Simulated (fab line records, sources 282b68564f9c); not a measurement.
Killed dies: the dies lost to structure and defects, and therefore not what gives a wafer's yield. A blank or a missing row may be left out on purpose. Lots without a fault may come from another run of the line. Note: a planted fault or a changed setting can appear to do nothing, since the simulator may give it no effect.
Struck lot and sound lot, side by side :: flow rit_cmos :: 43 out of 202 route steps
Sound: wafers L619.2, L619.5, L619.6. The struck wafers were L628.1, L628.3, L628.5. At the end, the cause is stated.
At each step with rows: each side's tool, then ch and its chambers, then its first start. Under that, the readings that differ: sound wafers :: struck wafers :: difference of the means :: sigmas: that difference in standard deviations of wafers without a fault.
alike: readings whose means differ by less than 2 such deviations, and words and numbers that are the same on both sides. not compared: withheld readings, readings that some wafer has no value for, bounds like >300 that may hide the same value, and numbers for which the record gives no deviation and whose values overlap.
Wherever a step has rows on one side only, a row that says differs or no value, or a row with sigmas, the two part there. Non-overlapping numbers with no deviation appear without sigmas and do not part them. A reading that every wafer of one side lacks parts them only if that side has two wafers or more.

RIT_SDANNEAL_RTA_03: time 5 s.
  sound on rtp_anneal-01 ch 0, day 3 16:24; struck on rtp_anneal-02 ch 0, day 5 16:12
  alike: wafer_temp_C_max
RIT_SDANNEAL_RS_MEAS_04: measurement is done with a four-point probe.
  sound: film_metro-04 at day 3 16:28; struck: film_metro-01 at day 5 16:16
  alike: PSD_RS
RIT_SDANNEAL_RS_MEAS_05: measurement is done with a four-point probe.
  sound: film_metro-04 at day 3 16:35; struck: film_metro-01 at day 5 16:23
  alike: NSD_RS
RIT_SDANNEAL_RS_MEAS_06: measurement is done with a four-point probe.
  sound: film_metro-04 at day 3 16:43; struck: film_metro-01 at day 5 16:30
  alike: PLDD_RS
RIT_SDANNEAL_RS_MEAS_07: measurement is done with a four-point probe.
  sound: film_metro-04 at day 3 16:50; struck: film_metro-01 at day 5 16:37
  alike: NLDD_RS
then, 2 steps without rows for these wafers: RIT_SILICIDE_WET_ETCH_00 (etches SiO2 in BOE, target depth 14 nm, time 15 s); RIT_SILICIDE_SPUTTER_01 (material Ti, target thk 30 nm, time 240 s).
RIT_SILICIDE_RS_MEAS_02: measurement is done with a four-point probe.
  sound: film_metro-03 at day 3 17:07; struck: film_metro-03 at day 5 16:55
  alike: SILICIDE_TI_RS
RIT_SILICIDE_THK_MEAS_03: measures by xrf.
  sound: film_metro-03 at day 3 17:14; struck: film_metro-03 at day 5 17:02
  alike: SILICIDE_TI_THK
RIT_SILICIDE_RTA_04: time 10 s, ramp up 5 s, ramp down 5 s.
  sound on rtp_anneal-02 ch 0, day 3 17:17; struck on rtp_anneal-01 ch 0, day 5 17:06
  alike: wafer_temp_C_max
then, 1 step without rows for these wafers: RIT_SILICIDE_WET_ETCH_05 (etches Ti in SPM, time 120 s).
RIT_SILICIDE_RTA_06: time 10 s, ramp up 5 s, ramp down 10 s.
  sound on rtp_anneal-01 ch 0, day 3 17:24; struck on rtp_anneal-02 ch 0, day 5 17:12
  alike: wafer_temp_C_max
RIT_CONTACT_CVD_00: deposits SiO2 from TEOS, target thk 400 nm, time 61 s.
  sound on pecvd-02 ch 1,2, day 3 17:27; struck on pecvd-02 ch 0,1, day 5 17:16
  alike: heater_power_w
  not compared: model.SiO2_of_CONTACT_CVD_00.thk_nm
RIT_CONTACT_THK_MEAS_01:
  sound: film_metro-01 at day 3 17:31; struck: film_metro-04 at day 5 17:19
  alike: CONTACT_TEOS_THK
then, 6 steps without rows for these wafers: RIT_CONTACT_HMDS_02 (prime time 60 s); RIT_CONTACT_COAT_03 (resist thk 1000 nm); RIT_CONTACT_SOFTBAKE_04 (time 60 s); RIT_CONTACT_EXPOSE_05 (exposes mask M11, target cd 1000 nm); RIT_CONTACT_PEB_06; RIT_CONTACT_DEVELOP_07 (develop time 120 s).
RIT_CONTACT_CD_MEAS_08 targets a cd of 1000 nm.
  sound: cd_sem-01 at day 3 18:41; struck: cd_sem-01 at day 5 18:21
  alike: cd_nm
RIT_CONTACT_OVL_MEAS_09:
  sound: overlay-01 at day 3 18:47; struck: overlay-01 at day 5 18:28
  alike: CONTACT_OVL
then, 1 step without rows for these wafers: RIT_CONTACT_HARDBAKE_10 (time 60 s).
RIT_CONTACT_ETCH_11: etches SiO2 in CHF3/CF4/Ar, stops on TiSi2, target depth 480 nm, time 320 s.
  sound on rie_diel-04 ch 2,3, day 3 19:04; struck on rie_diel-02 ch 0,1,2, day 5 18:39
  alike: CHF3_flow_sccm, O2_flow_sccm, drypump_motor_current_A, oes_product_au, throttle_valve_pct
  not compared: rf_hours_counter_h, model.CONTACT.feature_depth_nm, model.etch.depth_nm
RIT_CONTACT_STRIP_12: strips in O2, time 180 s.
  sound on plasma_asher-03 ch 0,1, day 3 19:15; struck on plasma_asher-02 ch 0,1, day 5 18:51
  alike: drypump_motor_current_A
  not compared: rf_hours_counter_h
RIT_CONTACT_CD_MEAS_90 targets a cd of 1000 nm.
  sound: cd_sem-02 at day 3 19:27; struck: cd_sem-01 at day 5 19:01
  alike: cd_nm
then, 2 steps without rows for these wafers: RIT_CONTACT_CLEAN_13 (cleans in SC1, time 600 s); RIT_CONTACT_CLEAN_14 (cleans in SC2, time 600 s).
RIT_M1_SPUTTER_00: material Al, target thk 400 nm, time 500 s.
  sound: pvd_sputter-03 at day 3 19:55; struck: pvd_sputter-03 at day 5 19:40
  alike: throttle_valve_pct
RIT_M1_RS_MEAS_01: measurement is done with a four-point probe.
  sound: film_metro-02 at day 3 20:14; struck: film_metro-01 at day 5 19:58
  alike: M1_AL_RS
RIT_M1_THK_MEAS_02: measures by xrf.
  sound: film_metro-02 at day 3 20:20; struck: film_metro-01 at day 5 20:05
  alike: M1_AL_THK
then, 6 steps without rows for these wafers: RIT_M1_HMDS_03 (prime time 60 s); RIT_M1_COAT_04 (resist thk 1300 nm); RIT_M1_SOFTBAKE_05 (time 60 s); RIT_M1_EXPOSE_06 (exposes mask M12, target cd 2600 nm); RIT_M1_PEB_07; RIT_M1_DEVELOP_08 (develop time 68 s).
RIT_M1_CD_MEAS_09 targets a cd of 2600 nm.
  sound: cd_sem-01 at day 3 21:25; struck: cd_sem-01 at day 5 21:01
reading: cd_nm (nm)
sound: 2604.7 2603.5 2604.9
struck: 2598.2 2597.3 2598.6
difference: -6.3
sigmas: -3
RIT_M1_OVL_MEAS_10:
  sound: overlay-01 at day 3 21:31; struck: overlay-01 at day 5 21:08
  alike: M1_OVL
then, 1 step without rows for these wafers: RIT_M1_HARDBAKE_11 (time 120 s).
RIT_M1_METAL_ETCH_12: etches Al in Cl2/BCl3, stops on SiO2, time 165 s, target depth 600 nm.
  sound on rie_metal-01 ch 0,1, day 3 21:48; struck on rie_metal-03 ch 0,1, day 5 21:35
  alike: drypump_motor_current_A, oes_product_au, throttle_valve_pct
  not compared: rf_hours_counter_h, model.SiO2_of_CONTACT_CVD_00.thk_nm
then, 1 step without rows for these wafers: RIT_M1_STRIP_13 (strips in nmp, time 600 s).
RIT_M1_PROBE_99:
  sound: prober-02 at day 4 01:43; struck: prober-01 at day 6 00:28
  alike: killed_at_front_end, killed_dies, killed_on_rim, killed_open, killed_short

## WHERE THEY PART
At RIT_M1_CD_MEAS_09 and nowhere else, as far as this record goes. Later steps at which nothing parts them and some readings are alike: RIT_M1_OVL_MEAS_10, RIT_M1_METAL_ETCH_12, RIT_M1_PROBE_99.

WHY: what the simulator had put in
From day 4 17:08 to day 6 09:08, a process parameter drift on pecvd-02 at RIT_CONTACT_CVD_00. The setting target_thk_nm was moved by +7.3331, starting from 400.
